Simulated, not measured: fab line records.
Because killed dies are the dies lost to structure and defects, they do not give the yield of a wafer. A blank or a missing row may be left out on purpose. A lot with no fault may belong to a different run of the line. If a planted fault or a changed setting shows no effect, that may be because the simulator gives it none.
One fault through the eyes of 2 desks || flow berkeley cmos170 || each desk holds nothing but its own numbers, with what lay behind them at the end

== AT THE METROLOGY DESK ==
Lot by lot, what the gauges showed, no matter which tool ran the lot: averages of those sampled wafers that carry a number. The brackets show how far a lot's mean lies from the usual mean; more than 4 standard deviations puts the lot out of limits, marked OUT.
Columns: A = GATE_POLY_THK at UCB170_GATE_THK_MEAS_05, usual 214.5 nm; B = NSD_RS at UCB170_SDANNEAL_RS_MEAS_03, usual 37.28 ohm/sq; C = V2_BOW at UCB170_V2_BOW_MEAS_03, usual 36 um; D = cd nm at UCB170_M3_CD_MEAS_90, usual 699.6 nm
{"lot": "L540", "first seen here": "day 6 12:11", "A": 211.1, "B": 37.20, "C": 39, "D": 696.6}
{"lot": "L541", "first seen here": "day 6 18:37", "A": 215.8, "B": 37.31, "C": 37, "D": 700.8}
{"lot": "L542", "first seen here": "day 6 18:41", "A": 212.6, "B": 37.34, "C": 46, "D": 698.0}
{"lot": "L543", "first seen here": "day 6 18:41", "A": 214.6, "B": 37.27, "C": 41, "D": 698.7}
{"lot": "L545", "first seen here": "day 7 06:49", "A": 211.7, "B": 37.32, "C": 40, "D": 701.4}
{"lot": "L547", "first seen here": "day 7 18:53", "A": 215.0, "B": 37.38, "C": 34, "D": 699.6}
{"lot": "L550", "first seen here": "day 8 05:04", "A": 215.3, "B": 37.30, "C": 32, "D": 702.3}
{"lot": "L548", "first seen here": "day 8 05:04", "A": 216.7, "B": 37.18, "C": 25, "D": 693.8}
{"lot": "L549", "first seen here": "day 8 13:20", "A": "126.9 (-42) OUT", "B": 37.37, "C": 44, "D": 699.4}
{"lot": "L552", "first seen here": "day 9 02:58", "A": "126.8 (-42) OUT", "B": 37.20, "C": 43, "D": 702.5}
{"lot": "L551", "first seen here": "day 9 02:59", "A": "130.6 (-40) OUT", "B": 37.29, "C": 48, "D": 697.1}
{"lot": "L553", "first seen here": "day 9 03:02", "A": "130.8 (-40) OUT", "B": 37.35, "C": 44, "D": 699.1}
{"lot": "L557", "first seen here": "day 9 21:42", "A": 211.8, "B": 37.37, "C": 37, "D": 700.1}
{"lot": "L561", "first seen here": "day 10 17:44", "A": 214.0, "B": 37.19, "C": 31, "D": 698.2}
{"lot": "L562", "first seen here": "day 10 17:44", "A": 215.5, "B": 37.18, "C": 32, "D": 700.1}
{"lot": "L560", "first seen here": "day 10 17:45", "A": 215.7, "B": 37.34, "C": 42, "D": 698.2}
This desk reports L549, L551, L552, L553 out of limits; the earliest was L549 at day 8 13:20 (GATE_POLY_THK at UCB170_GATE_THK_MEAS_05). Within limits: L540, L541, L542, L543, L545, L547, L550, L548, L557, L561, L562, L560.

== THE TOOL OWNER'S DESK: lpcvd-01 ==
The tool's own readings at UCB170_GATE_CVD_04 (deposits poly-Si from SiH4, time 1440 s, target thk 214 nm): means of the sampled wafers that have a number, for each lot that ran on this tool. The brackets show how far a lot's mean lies from the usual mean; more than 4 standard deviations puts the lot out of limits, marked OUT.
Columns: A = pressure mtorr at UCB170_GATE_CVD_04, usual 375.1 mTorr; B = spike tc centre C at UCB170_GATE_CVD_04, usual 612.5 C; C = spike tc load C at UCB170_GATE_CVD_04, usual 629.8 C; D = spike tc source C at UCB170_GATE_CVD_04, usual 631.0 C; E = susceptor temp C at UCB170_GATE_CVD_04, usual 610.00 C
{"lot": "L548", "first seen here": "day 8 03:40", "A": 374.6, "B": 612.4, "C": 628.7, "D": 631.7, "E": 610.10}
{"lot": "L550", "first seen here": "day 8 03:40", "A": 374.3, "B": 613.6, "C": 633.0, "D": 630.1, "E": 610.18}
{"lot": "L549", "first seen here": "day 8 11:55", "A": 374.9, "B": "594.0 (-15) OUT", "C": "611.4 (-8.8) OUT", "D": "610.6 (-8.2) OUT", "E": "589.44 (-73) OUT"}
{"lot": "L551", "first seen here": "day 9 01:33", "A": 375.3, "B": "590.9 (-18) OUT", "C": "608.6 (-10) OUT", "D": "611.9 (-7.7) OUT", "E": "589.01 (-75) OUT"}
{"lot": "L552", "first seen here": "day 9 01:33", "A": 375.0, "B": "590.6 (-18) OUT", "C": "609.0 (-9.9) OUT", "D": "610.5 (-8.2) OUT", "E": "589.01 (-75) OUT"}
{"lot": "L553", "first seen here": "day 9 01:33", "A": 375.4, "B": "589.8 (-19) OUT", "C": "608.3 (-10) OUT", "D": "610.8 (-8.1) OUT", "E": "589.40 (-74) OUT"}
This desk's finding: out of limits on L549, L551, L552, L553; first on L549, day 8 11:55 (spike tc centre C at UCB170_GATE_CVD_04). Within limits: L548, L550.

== BROUGHT TOGETHER ==
On L549, L551, L552, L553, at day 8 11:55, an alarm was possible from the tool owner's desk.
Metrology desk: alarm possible at day 8 13:20 on L549, L551, L552, L553.
UCB170_GATE_CVD_04 was run on lpcvd-01 by each of the lots named.

== WHAT THE SIMULATOR PUT IN ==
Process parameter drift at UCB170_GATE_CVD_04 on lpcvd-01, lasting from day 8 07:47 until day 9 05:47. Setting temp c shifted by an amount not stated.
Shown lots that were struck: L549, L551, L552, L553.
Hours from the fault's start to each desk's first reading out of limits: the tool owner's desk, 4; the metrology desk, 6.
